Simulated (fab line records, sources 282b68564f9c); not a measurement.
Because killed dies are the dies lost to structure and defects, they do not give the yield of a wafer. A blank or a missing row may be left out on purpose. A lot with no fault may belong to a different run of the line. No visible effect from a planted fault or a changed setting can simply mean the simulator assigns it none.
fab line records -- flow rit-cmos
[record] lots = 6, wafers = 18, last-day = 7
route steps=202 shown CONTACT@168 M1@202
lots with no fault: from the same line, run without faults
start-h: hours from the record's opening day to when the first of the lot's shown wafers began -- wait-h: hours from the lot's prior step to this one -- " same as the row above -- L1.1+2: a single row standing in for several wafers -- - no value, or no start was given -- * or withheld: withheld -- < > ~ a bound
route shown NAME@n: names a module that has steps shown in the file, with the first one's number in the route -- usual: mean and standard deviation over wafers with no fault -- same: alike in all rows -- chamber/n: place in a boat -- sites: each site's reading -- _std_site: the standard deviation of these -- _edge_site: the outer-site mean with the inner-site mean subtracted -- radius-mm: how far each site lies from the wafer's centre -- mask NAME#n: copy n -- behind: the tool/chamber that last shaped the wafer -- hold: why the lot went on hold/how many hours it stayed there/how the hold came to an end -- device: the n, p or np transistor that did not switch -- end of line: at the end of the route, the tests of the same wafers -- where a step has no rows: the recipe by itself -- killed: the dies lost at the first sort to structure and to defects; this is not the yield of the wafer -- map: dies across one wafer; x = killed, . = not, _ = none there
set.NAME: setting as actually run; set.NAME@STEP: the setting as run at that earlier step -- model.NAME: the simulator's own value behind a step, which no gauge read
lots at selected steps of the route; one table per step, one row per wafer
services: a tool's chamber out of use, with start hour (start-h, from the record's first day; less than 0 if before it), hours out, and reason
[[steps]]
[step RIT_CONTACT_CVD_00]
[recipe] material = SiO2, target-thk-nm = 400, precursor = TEOS, temp-c = 390, time-s = 61, rf-w = 400
[usual] heater-power-w = 316/61
lot.wafer,tool,chamber,start-h,wait-h,heater-power-w
L900.2,pecvd-03,1,102.60,0.0,308
L900.3,pecvd-03,2,102.60,0.0,325
L900.4,pecvd-03,1,102.60,0.0,329
L902.3,pecvd-02,0,112.23,0.0,287
L902.5,pecvd-02,0,112.23,0.0,308
L902.6,pecvd-02,2,112.23,0.0,416
L905.1,pecvd-02,0,130.57,0.1,254
L905.3,pecvd-02,2,130.57,0.1,422
L905.4,pecvd-02,2,130.57,0.1,438
L907.1,pecvd-04,0,140.54,0.1,360
L907.3,pecvd-04,1,140.54,0.1,278
L907.4,pecvd-04,2,140.54,0.1,322
L912.3,pecvd-03,0,166.80,0.1,233
L912.5,pecvd-03,2,166.80,0.1,328
L912.6,pecvd-03,0,166.80,0.1,236
L913.1,pecvd-04,1,170.28,0.1,240
L913.4,pecvd-04,0,170.28,0.1,347
L913.5,pecvd-04,2,170.28,0.1,383
[step RIT_CONTACT_THK_MEAS_01]
[recipe] reads = SiO2_of_CONTACT_CVD_00
[usual] CONTACT_TEOS_THK = 401/5.5
lot.wafer,tool,chamber,start-h,wait-h,CONTACT_TEOS_THK[nm]
L900.2,film-metro-04,-,102.66,0.0,395
L900.3,film-metro-04,-,102.66,0.0,395
L900.4,film-metro-04,-,102.66,0.0,404
L902.3,film-metro-04,-,112.30,0.0,400
L902.5,film-metro-04,-,112.30,0.0,406
L902.6,film-metro-04,-,112.30,0.0,404
L905.1,film-metro-04,-,130.62,0.0,402
L905.3,film-metro-04,-,130.62,0.0,399
L905.4,film-metro-04,-,130.62,0.0,405
L907.1,film-metro-01,-,140.59,0.0,397
L907.3,film-metro-01,-,140.59,0.0,407
L907.4,film-metro-01,-,140.59,0.0,409
L912.3,film-metro-04,-,166.87,0.0,396
L912.5,film-metro-04,-,166.87,0.0,406
L912.6,film-metro-04,-,166.87,0.0,400
L913.1,film-metro-02,-,170.33,0.0,403
L913.4,film-metro-02,-,170.33,0.0,405
L913.5,film-metro-02,-,170.33,0.0,406
[step RIT_CONTACT_HMDS_02]
[recipe] prime-time-s = 60, prime-temp-c = 140
[step RIT_CONTACT_COAT_03]
[recipe] resist = NOVOLAK, spin-rpm = 3250, resist-thk-nm = 1000
[step RIT_CONTACT_SOFTBAKE_04]
[recipe] resist = NOVOLAK, temp-c = 90, time-s = 60
[step RIT_CONTACT_EXPOSE_05]
[recipe] mask-id = M11, na = 0.6, source-shape = conventional, sigma-outer = 0.5, target-cd-nm = 1000, dose-mj = 250
[step RIT_CONTACT_PEB_06]
[recipe] resist = NOVOLAK, temp-c = withheld, time-s = withheld
[step RIT_CONTACT_DEVELOP_07]
[recipe] resist = NOVOLAK, develop-time-s = 120, dev-temp-c = 23
[step RIT_CONTACT_CD_MEAS_08]
[recipe] target-cd-nm = 1000
[usual] cd-nm = 1000.2/1.8
lot.wafer,tool,chamber,start-h,wait-h,cd-nm
L900.2,cd-sem-01,-,103.70,-,1001.9
L900.3,cd-sem-01,-,103.70,-,999.2
L900.4,cd-sem-01,-,103.70,-,997.3
L902.3,cd-sem-01,-,113.35,-,1001.0
L902.5,cd-sem-01,-,113.35,-,998.9
L902.6,cd-sem-01,-,113.35,-,1002.2
L905.1,cd-sem-01,-,131.77,-,1000.0
L905.3,cd-sem-01,-,131.77,-,998.2
L905.4,cd-sem-01,-,131.77,-,1000.0
L907.1,cd-sem-01,-,141.62,-,1004.5
L907.3,cd-sem-01,-,141.62,-,1003.2
L907.4,cd-sem-01,-,141.62,-,1005.3
L912.3,cd-sem-01,-,168.04,-,1003.1
L912.5,cd-sem-01,-,168.04,-,1001.5
L912.6,cd-sem-01,-,168.04,-,1000.2
L913.1,cd-sem-02,-,171.48,-,999.7
L913.4,cd-sem-02,-,171.48,-,1001.8
L913.5,cd-sem-02,-,171.48,-,999.1
[step RIT_CONTACT_OVL_MEAS_09]
[usual] CONTACT_OVL = 1.5/1.3
lot.wafer,tool,chamber,start-h,wait-h,CONTACT_OVL[nm]
L900.2,overlay-01,-,103.80,0.1,2.9
L900.3,overlay-01,-,103.80,0.1,0.9
L900.4,overlay-01,-,103.80,0.1,0.1
L902.3,overlay-01,-,113.44,0.1,3.1
L902.5,overlay-01,-,113.44,0.1,1.4
L902.6,overlay-01,-,113.44,0.1,0.9
L905.1,overlay-01,-,131.89,0.1,1.8
L905.3,overlay-01,-,131.89,0.1,2.2
L905.4,overlay-01,-,131.89,0.1,0.8
L907.1,overlay-01,-,141.74,0.1,2.7
L907.3,overlay-01,-,141.74,0.1,1.2
L907.4,overlay-01,-,141.74,0.1,1.0
L912.3,overlay-02,-,168.13,0.1,0.9
L912.5,overlay-02,-,168.13,0.1,0.9
L912.6,overlay-02,-,168.13,0.1,1.7
L913.1,overlay-01,-,171.60,0.1,1.8
L913.4,overlay-01,-,171.60,0.1,1.2
L913.5,overlay-01,-,171.60,0.1,1.3
[step RIT_CONTACT_HARDBAKE_10]
[recipe] resist = NOVOLAK, temp-c = 140, time-s = 60
[step RIT_CONTACT_ETCH_11]
[recipe] target-depth-a = 4800, over-etch-frac = 0.2, stop-on = TiSi2, chemistry = CHF3/CF4/Ar, target = SiO2, CHF3_flow_sccm = 50, cf4-flow-sccm = 10, Ar_flow_sccm = 100, O2_flow_sccm = 5, pressure-mtorr = 100, rf-w = 200, time-s = 320
[usual] drypump-motor-current-A = 6.0/0.36, oes-product-au = 0.991/0.012, throttle-valve-pct = 8.76/0.091
lot.wafer,tool,chamber,start-h,wait-h,drypump-motor-current-A,oes-product-au,rf-hours-counter-h,throttle-valve-pct
L900.2,rie-diel-01,1,104.11,0.1,5.5,0.997,91,8.74
L900.3,rie-diel-01,0,104.11,0.1,6.3,0.976,8,8.89
L900.4,rie-diel-01,2,104.11,0.1,6.2,1.012,107,8.61
L902.3,rie-diel-03,1,113.61,0.1,5.5,0.988,34,8.69
L902.5,rie-diel-03,3,113.61,0.1,6.7,1.001,-,8.87
L902.6,rie-diel-03,2,113.61,0.1,6.3,0.968,-,8.82
L905.1,rie-diel-03,1,132.08,0.1,5.5,0.991,34,8.68
L905.3,rie-diel-03,3,132.08,0.1,6.7,1.001,4,8.85
L905.4,rie-diel-03,2,132.08,0.1,6.3,0.966,137,8.81
L907.1,rie-diel-01,0,141.93,0.1,6.3,0.977,9,8.89
L907.3,rie-diel-01,1,141.93,0.1,5.5,0.995,92,8.75
L907.4,rie-diel-01,3,141.93,0.1,6.0,0.997,116,8.70
L912.3,rie-diel-03,3,168.31,0.1,6.7,1.000,5,8.87
L912.5,rie-diel-03,2,168.31,0.1,6.3,0.980,-,8.82
L912.6,rie-diel-03,3,168.31,0.1,6.7,1.009,-,8.88
L913.1,rie-diel-02,0,171.79,0.1,5.8,0.981,9,8.85
L913.4,rie-diel-02,3,171.79,0.1,6.0,0.997,-,8.91
L913.5,rie-diel-02,1,171.79,0.1,6.5,1.005,-,8.75
[step RIT_CONTACT_STRIP_12]
[recipe] chemistry = O2, time-s = 180, resist = NOVOLAK, platen-temp-c = withheld, power-w = 500, pressure-mtorr = 4000, o2-flow-sccm = 4000
[usual] chamber-pressure-mTorr = 4000/3.3, drypump-motor-current-A = 6.0/0.51, o2-flow-sccm = 4001/12, rf-refl-power-W = 7.7/1.6
lot.wafer,tool,chamber,start-h,wait-h,chamber-pressure-mTorr,drypump-motor-current-A,o2-flow-sccm,rf-hours-counter-h,rf-refl-power-W,model.NOVOLAK_of_CONTACT_COAT_03.thk-nm
L900.2,plasma-asher-04,0,104.30,0.1,4001,6.0,3976,33,6.7,0
L900.3,plasma-asher-04,1,104.30,0.1,3997,6.1,3987,-,5.6,0
L900.4,plasma-asher-04,0,104.30,0.1,4001,6.0,3992,-,6.5,0
L902.3,plasma-asher-04,0,113.86,0.2,4004,6.0,4001,-,6.3,0
L902.5,plasma-asher-04,0,113.86,0.2,3997,6.0,3998,-,6.5,0
L902.6,plasma-asher-04,1,113.86,0.2,4002,6.1,4002,-,5.7,0
L905.1,plasma-asher-04,1,132.27,0.1,4001,6.2,3994,37,5.7,0
L905.3,plasma-asher-04,1,132.27,0.1,4000,6.2,3993,-,6.1,0
L905.4,plasma-asher-04,0,132.27,0.1,3998,6.0,4001,-,6.8,0
L907.1,plasma-asher-02,1,142.12,0.1,4003,6.5,4029,52,8.0,0
L907.3,plasma-asher-02,0,142.12,0.1,4004,5.3,3990,-,9.8,0
L907.4,plasma-asher-02,1,142.12,0.1,4002,6.5,4010,-,7.7,0
L912.3,plasma-asher-02,1,168.56,0.2,-,-,-,-,-,769.5
L912.5,plasma-asher-02,1,168.56,0.2,-,-,-,-,-,772.4
L912.6,plasma-asher-02,0,168.56,0.2,-,-,-,-,-,769.6
L913.1,plasma-asher-02,1,171.98,0.1,-,-,-,-,-,763.7
L913.4,plasma-asher-02,1,171.98,0.1,-,-,-,-,-,767.7
L913.5,plasma-asher-02,0,171.98,0.1,-,-,-,-,-,762.7
[step RIT_CONTACT_CD_MEAS_90]
[recipe] target-cd-nm = 1000
[usual] cd-nm = 1000.3/1.8
lot.wafer,tool,chamber,start-h,wait-h,cd-nm
L900.2,cd-sem-02,-,104.50,0.1,1001.9
L900.3,cd-sem-02,-,104.50,0.1,999.4
L900.4,cd-sem-02,-,104.50,0.1,996.4
L902.3,cd-sem-02,-,114.02,0.1,1001.1
L902.5,cd-sem-02,-,114.02,0.1,999.0
L902.6,cd-sem-02,-,114.02,0.1,1001.8
L905.1,cd-sem-02,-,132.45,0.1,999.7
L905.3,cd-sem-02,-,132.45,0.1,998.0
L905.4,cd-sem-02,-,132.45,0.1,999.4
L907.1,cd-sem-01,-,142.30,0.1,1004.7
L907.3,cd-sem-01,-,142.30,0.1,1002.9
L907.4,cd-sem-01,-,142.30,0.1,1005.6
L912.3,cd-sem-02,-,168.72,0.1,1003.0
L912.5,cd-sem-02,-,168.72,0.1,1001.9
L912.6,cd-sem-02,-,168.72,0.1,1000.6
L913.1,cd-sem-02,-,172.16,0.1,1000.5
L913.4,cd-sem-02,-,172.16,0.1,1001.8
L913.5,cd-sem-02,-,172.16,0.1,999.3
[step RIT_M1_PROBE_99]
[usual] killed_at_M0_to_M3 = 0.0/0.23, killed-at-contacts = 0.1/0.34, killed-at-front-end = 6.9/2.8, killed-dies = 7.1/2.8, killed-on-rim = 1.8/1.3, killed-open = 3.4/1.9, killed-short = 3.6/1.7
[same] gross-dies = 264, killed_at_M4_up = 0, killed-at-back-side = 0, killed-at-other = 0
lot.wafer,tool,chamber,start-h,wait-h,killed_at_M0_to_M3,killed-at-contacts,killed-at-front-end,killed-dies,killed-on-rim,killed-open,killed-short
L900.2,prober-01,-,109.34,0.1,0,0,6,6,2,4,2
L900.3,prober-01,-,109.39,0.2,2,0,7,9,1,5,2
L900.4,prober-01,-,109.44,0.2,0,1,5,6,2,3,2
L902.3,prober-01,-,118.91,0.2,0,0,8,8,3,6,2
L902.5,prober-01,-,119.01,0.2,0,0,7,7,1,4,3
L902.6,prober-01,-,119.06,0.2,0,0,10,10,4,6,4
L905.1,prober-02,-,137.26,0.1,0,0,6,6,2,2,4
L905.3,prober-02,-,137.36,0.2,0,0,4,4,1,1,3
L905.4,prober-02,-,137.41,0.2,0,0,6,6,3,2,4
L907.1,prober-02,-,147.65,0.1,0,0,5,5,0,3,2
L907.3,prober-02,-,147.75,0.2,0,0,4,4,1,1,3
L907.4,prober-02,-,147.80,0.2,0,1,3,4,2,2,2
L912.3,prober-02,-,173.38,0.2,254,0,10,264,70,5,5
L912.5,prober-02,-,173.48,0.2,254,1,9,264,70,5,5
L912.6,prober-02,-,173.53,0.2,255,0,9,264,70,6,3
L913.1,prober-01,-,176.67,0.1,257,0,7,264,70,4,3
L913.4,prober-01,-,176.82,0.2,256,0,8,264,70,6,2
L913.5,prober-01,-,176.87,0.2,251,0,13,264,70,6,7
// killed by level:class
L900.2 FOX1:geometric-particle:open=2 GATE:geometric-particle:open=2 REOX:geometric-particle:short=1 SILICIDE:geometric-particle:short=1
L900.3 SPACER:geometric-particle:open=4 M1:coat-microbubble-printed=2 FOX2:geometric-particle:short=1 GATE:geometric-particle:open=1 SPACER:geometric-particle:short=1
L900.4 SPACER:geometric-particle:open=2 FOX2:geometric-particle:short=1 REOX:geometric-particle:open=1 SPACER:geometric-particle:short=1 CONTACT:coat-microbubble-printed=1
L902.3 FOX2:geometric-particle:open=2 SILICIDE:geometric-particle:open=2 GATE:geometric-particle:short=1 GATE:geometric-particle:open=1 SPACER:geometric-particle:open=1 SILICIDE:geometric-particle:short=1
L902.5 GATE:geometric-particle:short=2 SILICIDE:geometric-particle:open=2 FOX2:geometric-particle:open=1 GATE:geometric-particle:open=1 SILICIDE:geometric-particle:short=1
L902.6 GATE:geometric-particle:open=2 REOX:geometric-particle:short=2 SILICIDE:geometric-particle:open=2 FOX1:geometric-particle:open=1 FOX2:geometric-particle:short=1 SPACER:geometric-particle:open=1 SPACER:geometric-particle:short=1
L905.1 SPACER:geometric-particle:short=2 GATE:geometric-particle:open=1 REOX:geometric-particle:short=1 SPACER:geometric-particle:open=1 SILICIDE:geometric-particle:short=1
L905.3 FOX2:geometric-particle:short=2 GATE:geometric-particle:short=1 REOX:geometric-particle:open=1
L905.4 SILICIDE:geometric-particle:short=2 FOX1:geometric-particle:open=1 GATE:geometric-particle:short=1 GATE:geometric-particle:open=1 SPACER:geometric-particle:short=1
L907.1 FOX1:geometric-particle:short=2 SPACER:geometric-particle:open=2 GATE:geometric-particle:open=1
L907.3 FOX1:geometric-particle:short=1 GATE:geometric-particle:short=1 GATE:geometric-particle:open=1 SILICIDE:geometric-particle:short=1
L907.4 FOX2:geometric-particle:open=1 GATE:geometric-particle:open=1 SILICIDE:geometric-particle:short=1 CONTACT:geometric-particle:short=1
L912.3 M1:area-sputter=254 GATE:geometric-particle:short=3 GATE:geometric-particle:open=2 SILICIDE:geometric-particle:open=2 FOX1:geometric-particle:short=1 SPACER:geometric-particle:open=1 SILICIDE:geometric-particle:short=1
L912.5 M1:area-sputter=254 GATE:geometric-particle:open=4 FOX2:geometric-particle:short=2 GATE:geometric-particle:short=1 SPACER:geometric-particle:short=1 SILICIDE:geometric-particle:open=1 CONTACT:geometric-particle:short=1
L912.6 M1:area-sputter=255 GATE:geometric-particle:open=4 GATE:geometric-particle:short=2 REOX:geometric-particle:open=1 SILICIDE:geometric-particle:open=1 SILICIDE:geometric-particle:short=1
L913.1 M1:area-sputter=257 GATE:geometric-particle:short=2 FOX1:geometric-particle:open=1 FOX1:geometric-particle:short=1 REOX:geometric-particle:open=1 SPACER:geometric-particle:open=1 SILICIDE:geometric-particle:open=1
L913.4 M1:area-sputter=256 REOX:geometric-particle:open=2 SILICIDE:geometric-particle:open=2 FOX1:geometric-particle:open=1 FOX1:geometric-particle:short=1 GATE:geometric-particle:open=1 SILICIDE:geometric-particle:short=1
L913.5 M1:area-sputter=251 GATE:geometric-particle:short=3 GATE:geometric-particle:open=3 FOX1:geometric-particle:open=2 FOX2:geometric-particle:short=2 FOX1:geometric-particle:short=1 REOX:geometric-particle:open=1 REOX:geometric-particle:short=1
// map L912.3 (x killed, . not)
________xxxxxxx_______
_____xxxxxxxxxxxxx____
____xxxxxxxxxxxxxxx___
___xxxxxxxxxxxxxxxxx__
__xxxxxxxxxxxxxxxxxxx_
__xxxxxxxxxxxxxxxxxxx_
_xxxxxxxxxxxxxxxxxxxxx
_xxxxxxxxxxxxxxxxxxxxx
_xxxxxxxxxxxxxxxxxxxxx
_xxxxxxxxxxxxxxxxxxxxx
__xxxxxxxxxxxxxxxxxxx_
__xxxxxxxxxxxxxxxxxxx_
___xxxxxxxxxxxxxxxxx__
____xxxxxxxxxxxxxxx___
_____xxxxxxxxxxxxx____
________xxxxxxx_______
// map L913.1 (x killed, . not)
________xxxxxxx_______
_____xxxxxxxxxxxxx____
____xxxxxxxxxxxxxxx___
___xxxxxxxxxxxxxxxxx__
__xxxxxxxxxxxxxxxxxxx_
__xxxxxxxxxxxxxxxxxxx_
_xxxxxxxxxxxxxxxxxxxxx
_xxxxxxxxxxxxxxxxxxxxx
_xxxxxxxxxxxxxxxxxxxxx
_xxxxxxxxxxxxxxxxxxxxx
__xxxxxxxxxxxxxxxxxxx_
__xxxxxxxxxxxxxxxxxxx_
___xxxxxxxxxxxxxxxxx__
____xxxxxxxxxxxxxxx___
_____xxxxxxxxxxxxx____
________xxxxxxx_______
[[services]]
tool,chamber,start-h,hours,kind
rie-diel-01,-,83.07,0.5,repair
rie-diel-03,0,87.35,15.6,repair
rie-diel-01,-,94.23,0.4,repair
rie-diel-02,3,153.56,17.5,repair
pecvd-03,1,155.43,18.7,repair
pecvd-02,1,156.85,5.3,repair
plasma-asher-04,-,159.44,14.6,pm
rie-diel-02,2,161.20,11.1,repair
[[key]]
[first-sign] step = RIT_CONTACT_STRIP_12, reading = tool-record, direction = missing
[effect] step = RIT_M1_PROBE_99, reading = killed_at_M0_to_M3, direction = up, sigmas = 99+, usual = 0.0, struck = 254.5
[model-effect] step = RIT_CONTACT_STRIP_12, value = NOVOLAK_of_CONTACT_COAT_03.thk-nm, without = 0, struck = 767.6
[more-kills-born-at] RIT_M1_SPUTTER_00@pvd-sputter-04 = 764, RIT_M1_SPUTTER_00@pvd-sputter-02 = 763
met-at RIT_CONTACT_STRIP_12
struck-wafers L912.3,L912.5,L912.6,L913.1,L913.4,L913.5
later-rows-left-out L912.3,L912.5,L912.6,L913.1,L913.4,L913.5
tester-left-out L912,L913
onset-between 142.12 168.56
[fault] kind = skipped-step-whole, tool = plasma-asher-02, chamber = -, onset-h = 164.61, steps = RIT_CONTACT_STRIP_12, scope = struck-lots-only
// tester-left-out: of these lots the tester's yield and bins aren't shown, on N5 and GAA mostly nor the transistor test; their killed dies are dies lost to structure and defects alone, not to doping, threshold or leakage, so they don't give the yield
// later-rows-left-out: the simulator's readings of these wafers behind a module that went badly wrong aren't trusted and aren't shown, but for the sort
